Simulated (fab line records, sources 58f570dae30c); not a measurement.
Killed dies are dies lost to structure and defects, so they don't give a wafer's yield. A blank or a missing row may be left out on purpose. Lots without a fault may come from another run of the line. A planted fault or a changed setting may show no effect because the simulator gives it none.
Which tool did it? | flow berkeley_cmos170 | 15 lots, 45 wafers sampled, at 1 step of a route of 331

WHAT THE GAUGES READ, wafer by wafer
The record holds no reading of a measuring or inspecting step that can be judged against a usual standard deviation.

WHICH TOOL RAN EACH LOT (tool, then ch and the chambers of the sampled wafers, then the start)
lot  | UCB170_SACOX_OXIDATION_01
L886 | furnace-01 ch 0, day 5 12:23
L888 | furnace-04 ch 0, day 5 19:22
L889 | furnace-04 ch 0, day 5 19:22
L891 | furnace-04 ch 0, day 6 03:52
L893 | furnace-01 ch 0, day 6 15:49
L894 | furnace-04 ch 0, day 7 00:49
L895 | furnace-01 ch 0, day 7 08:25
L898 | furnace-04 ch 0, day 7 17:35
L900 | furnace-03, day 8 08:38
L901 | furnace-03, day 8 08:38
L902 | furnace-01, day 8 13:08
L905 | furnace-03 ch 0, day 9 06:56
L906 | furnace-01 ch 0, day 9 17:16
L907 | furnace-01 ch 0, day 9 17:16
L909 | furnace-03 ch 0, day 9 23:35
- UCB170_SACOX_OXIDATION_01: target thk 14.4 nm, ox time 2400 s.

WHAT THE TOOLS THEMSELVES READ (means of the sampled wafers that have a number; where no wafer has one, the mark that the record gives instead)
UCB170_SACOX_OXIDATION_01. Usual: ox_temp_c 900.1 C, standard deviation 0.36; ox_temp_c_max 904.7, standard deviation 1.3; tube_center_temp_C 900.01 C, standard deviation 0.087.
lot  | tool       | ox_temp_c (C) | ox_temp_c_max | tube_center_temp_C (C) | flag
L886 | furnace-01 | 899.7         | 903.8         | 900.01                 |
L888 | furnace-04 | 900.1         | 905.9         | 899.97                 |
L889 | furnace-04 | 900.4         | 907.2         | 900.03                 |
L891 | furnace-04 | 900.2         | 906.1         | 900.03                 |
L893 | furnace-01 | 900.0         | 904.2         | 900.06                 |
L894 | furnace-04 | 900.3         | 906.4         | 899.95                 |
L895 | furnace-01 | 900.3         | 904.2         | 899.98                 |
L898 | furnace-04 | 900.0         | 907.0         | 900.01                 |
L900 | furnace-03 | -             | -             | -                      | OFF
L901 | furnace-03 | -             | -             | -                      | OFF
L902 | furnace-01 | -             | -             | -                      | OFF
L905 | furnace-03 | 900.4         | 903.9         | 899.95                 |
L906 | furnace-01 | 900.3         | 903.9         | 900.02                 |
L907 | furnace-01 | 899.7         | 903.6         | 900.15                 |
L909 | furnace-03 | 899.9         | 904.0         | 899.98                 |

THE ANSWER, worked out from the rows above alone
Rule: a lot is off if the mean of its wafers that have a number lies more than 3 standard deviations from the usual mean. A lot without any number at a reading at which 4 lots or more have one is off too. The other lots that the step has rows for count as sound. The gauges are gone through in route order, then the tools' own readings, and for those a lot's mean is taken as printed above. The first step at which some lot is off is used, and at that step the reading that is off furthest; a lot without a number counts as furthest.
Off: L900, L901, L902, at UCB170_SACOX_OXIDATION_01 (ox_temp_c). Without a number there: L900, L901, L902.
A tool fits if, at that step or a process step before it, it ran every lot that is off, and no sound lot after the first of them. None of those tried fits.

WHAT THE SIMULATOR HAD PUT IN
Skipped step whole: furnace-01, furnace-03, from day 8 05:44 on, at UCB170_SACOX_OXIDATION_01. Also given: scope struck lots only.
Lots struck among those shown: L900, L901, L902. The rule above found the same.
